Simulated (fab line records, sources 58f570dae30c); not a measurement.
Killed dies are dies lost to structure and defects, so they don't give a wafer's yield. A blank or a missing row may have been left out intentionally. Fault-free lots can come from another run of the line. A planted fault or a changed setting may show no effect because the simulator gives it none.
Which tool was responsible? + flow berkeleyCmos170 + 15 lots with 45 wafers sampled at 5 steps, on a route of 331 steps

== WHAT EACH GAUGE READ, for each wafer ==
UCB170_PSD_TW_MEAS_10. Usual: PSD_TW gives 2306 (standard deviation 22).
| lot  | measured     | on           | PSD_TW         | flag |
|------|--------------|--------------|----------------|------|
| L911 | day 7 19:03  | filmMetro-02 | 2279 2292 2299 |      |
| L910 | day 7 19:10  | filmMetro-03 | 2303 2305 2314 |      |
| L912 | day 8 06:30  | filmMetro-02 | 2292 2283 2298 |      |
| L914 | day 8 06:46  | filmMetro-02 | 2294 2281 2290 |      |
| L917 | day 8 22:19  | filmMetro-02 | 2276 2293 2286 |      |
| L915 | day 8 22:36  | filmMetro-02 | 2283 2294 2289 |      |
| L918 | day 9 10:09  | filmMetro-02 | 2271 2278 2291 |      |
| L921 | day 9 22:11  | filmMetro-03 | 2311 2309 2312 |      |
| L919 | day 9 22:40  | filmMetro-04 | 2354 2339 2333 |      |
| L924 | day 10 06:55 | filmMetro-04 | 2322 2322 2320 |      |
| L923 | day 10 07:28 | filmMetro-02 | 2307 2290 2293 |      |
| L925 | day 10 07:43 | filmMetro-04 | 2335 2338 2335 |      |
| L927 | day 11 12:09 | filmMetro-03 | 2304 2289 2299 |      |
| L930 | day 11 12:33 | filmMetro-02 | 2291 2294 2288 |      |
| L932 | day 12 02:44 | filmMetro-02 | 2283 2286 2290 |      |

UCB170_M3_CD_MEAS_15: the cd target is 700 nm. Usual: cdNm reads 699.9 nm (standard deviation 1.6).
| lot  | measured     | on       | cdNm (nm)         | flag |
|------|--------------|----------|-------------------|------|
| L911 | day 8 19:04  | cdSem-02 | 700.1 701.7 701.7 |      |
| L910 | day 8 23:43  | cdSem-01 | 702.2 702.0 700.1 |      |
| L912 | day 9 10:01  | cdSem-01 | 701.3 699.0 700.4 |      |
| L914 | day 9 07:26  | cdSem-02 | 700.5 699.3 698.6 |      |
| L917 | day 10 01:20 | cdSem-02 | 699.0 699.8 699.7 |      |
| L915 | day 10 00:47 | cdSem-01 | 700.9 701.5 700.4 |      |
| L918 | day 10 15:38 | cdSem-02 | 699.1 699.4 699.6 |      |
| L921 | day 10 23:46 | cdSem-02 | 698.8 699.7 698.5 |      |
| L919 | day 11 01:35 | cdSem-02 | 699.3 701.3 701.8 |      |
| L924 | day 11 12:32 | cdSem-01 | 700.1 699.4 700.5 |      |
| L923 | day 11 08:58 | cdSem-02 | 698.1 699.6 698.4 |      |
| L925 | day 11 12:32 | cdSem-02 | 704.4 703.0 704.0 |      |
| L927 | day 12 15:47 | cdSem-01 | 702.2 700.4 701.2 |      |
| L930 | day 12 13:20 | cdSem-01 | 698.4 699.1 699.3 |      |
| L932 | day 13 09:32 | cdSem-02 | 699.6 698.5 698.0 |      |

UCB170_M3_OVL_MEAS_16. Usual: M3_OVL gives 4 nm (standard deviation 6.1).
| lot  | measured     | on         | M3_OVL (nm) | flag |
|------|--------------|------------|-------------|------|
| L911 | day 8 19:11  | overlay-02 | -7 3 -1     |      |
| L910 | day 8 23:50  | overlay-01 | 6 -2 -14    |      |
| L912 | day 9 10:08  | overlay-01 | 10 9 9      |      |
| L914 | day 9 07:32  | overlay-02 | -2 13 0     |      |
| L917 | day 10 01:27 | overlay-01 | -2 -3 -9    |      |
| L915 | day 10 00:53 | overlay-01 | 11 5 3      |      |
| L918 | day 10 15:45 | overlay-01 | -1 15 6     |      |
| L921 | day 10 23:52 | overlay-02 | 1 13 8      |      |
| L919 | day 11 01:42 | overlay-01 | -3 -3 -10   |      |
| L924 | day 11 12:37 | overlay-01 | 73 67 76    | OFF  |
| L923 | day 11 09:04 | overlay-02 | 68 84 77    | OFF  |
| L925 | day 11 12:40 | overlay-02 | 78 75 82    | OFF  |
| L927 | day 12 15:53 | overlay-02 | 3 1 -4      |      |
| L930 | day 12 13:27 | overlay-02 | 7 4 6       |      |
| L932 | day 13 09:37 | overlay-02 | 3 -2 3      |      |

== TOOL THAT RAN EACH LOT (tool first, then ch and the chambers of the sampled wafers, then the start) ==
| lot  | UCB170_V1_CMP_02              | UCB170_M3_EXPOSE_12              |
|------|-------------------------------|----------------------------------|
| L911 | cmp-02 ch 0,1,3, day 8 07:08  | krfScanner-01 ch 0, day 8 18:31  |
| L910 | cmp-01 ch 0,3, day 8 12:58    | krfScanner-01 ch 0, day 8 23:04  |
| L912 | cmp-01 ch 1,3, day 8 21:53    | krfScanner-01 ch 0, day 9 09:19  |
| L914 | cmp-02 ch 2,3, day 8 20:36    | krfScanner-01 ch 0, day 9 06:43  |
| L917 | cmp-02 ch 0,1,3, day 9 14:30  | krfScanner-01 ch 0, day 10 00:54 |
| L915 | cmp-01 ch 1,2,3, day 9 13:10  | krfScanner-02 ch 0, day 10 00:04 |
| L918 | cmp-02 ch 1,2,3, day 10 04:58 | krfScanner-02 ch 0, day 10 15:04 |
| L921 | cmp-02 ch 1,3, day 10 11:32   | krfScanner-01 ch 0, day 10 22:43 |
| L919 | cmp-01 ch 0,2,3, day 10 12:49 | krfScanner-02 ch 0, day 11 00:47 |
| L924 | cmp-02 ch 0,1,3, day 10 23:39 | krfScanner-01 ch 0, day 11 11:44 |
| L923 | cmp-01 ch 0,2,3, day 10 20:59 | krfScanner-01 ch 0, day 11 08:25 |
| L925 | cmp-01 ch 0,2, day 11 00:56   | krfScanner-01 ch 0, day 11 11:52 |
| L927 | cmp-02 ch 0,2, day 12 03:05   | krfScanner-02 ch 0, day 12 15:23 |
| L930 | cmp-01 ch 0,1,2, day 12 01:48 | krfScanner-02 ch 0, day 12 12:03 |
| L932 | cmp-02 ch 0,2,3, day 12 19:52 | krfScanner-02 ch 0, day 13 08:35 |
- UCB170_V1_CMP_02: polishes SiO2.
- UCB170_M3_EXPOSE_12: exposes mask METAL3, target cd 700 nm.

== AS READ BY THE TOOLS THEMSELVES (means over the sampled wafers that have a number; for cases with no such wafer, the mark the record gives instead) ==
UCB170_V1_CMP_02. Usual: motorCurrentA reads 16.2 A (standard deviation 1.6).
| lot  | tool   | motorCurrentA (A) | flag |
|------|--------|-------------------|------|
| L911 | cmp-02 | 16.5              |      |
| L910 | cmp-01 | 14.4              |      |
| L912 | cmp-01 | 14.8              |      |
| L914 | cmp-02 | 16.2              |      |
| L917 | cmp-02 | 16.2              |      |
| L915 | cmp-01 | 15.4              |      |
| L918 | cmp-02 | 16.6              |      |
| L921 | cmp-02 | 16.5              |      |
| L919 | cmp-01 | 15.0              |      |
| L924 | cmp-02 | 16.1              |      |
| L923 | cmp-01 | 15.4              |      |
| L925 | cmp-01 | 16.9              |      |
| L927 | cmp-02 | 17.0              |      |
| L930 | cmp-01 | 17.2              |      |
| L932 | cmp-02 | 16.8              |      |

== THE ANSWER, worked out from the rows above alone ==
Rule: a lot counts as off when the mean over its wafers that have a number is more than 3 standard deviations away from the usual mean. A lot without any number at a reading at which 4 lots or more have one is off too. The other lots that the step has rows for count as sound. After the gauges, taken in route order, come the tools' own readings; for these a lot's mean is taken, as printed above. At the first step where some lot is off, the reading lying furthest off is the one used; lots without a number count as furthest.
Off: L924, L923, L925, seen at UCB170_M3_OVL_MEAS_16 (M3_OVL).
A tool fits if, at a process step before that reading, it ran every lot that is off, and no sound lot after the first of them. Gauges at UCB170_M3_OVL_MEAS_16: tried the same way as those tools. One fits: UCB170_M3_EXPOSE_12 on krfScanner-01. Its last sound lot is L921 (day 10 22:43), its first lot that is off L923 (day 11 08:25): a fault that began between those two fits.

== WHAT HAD BEEN PUT IN BY THE SIMULATOR ==
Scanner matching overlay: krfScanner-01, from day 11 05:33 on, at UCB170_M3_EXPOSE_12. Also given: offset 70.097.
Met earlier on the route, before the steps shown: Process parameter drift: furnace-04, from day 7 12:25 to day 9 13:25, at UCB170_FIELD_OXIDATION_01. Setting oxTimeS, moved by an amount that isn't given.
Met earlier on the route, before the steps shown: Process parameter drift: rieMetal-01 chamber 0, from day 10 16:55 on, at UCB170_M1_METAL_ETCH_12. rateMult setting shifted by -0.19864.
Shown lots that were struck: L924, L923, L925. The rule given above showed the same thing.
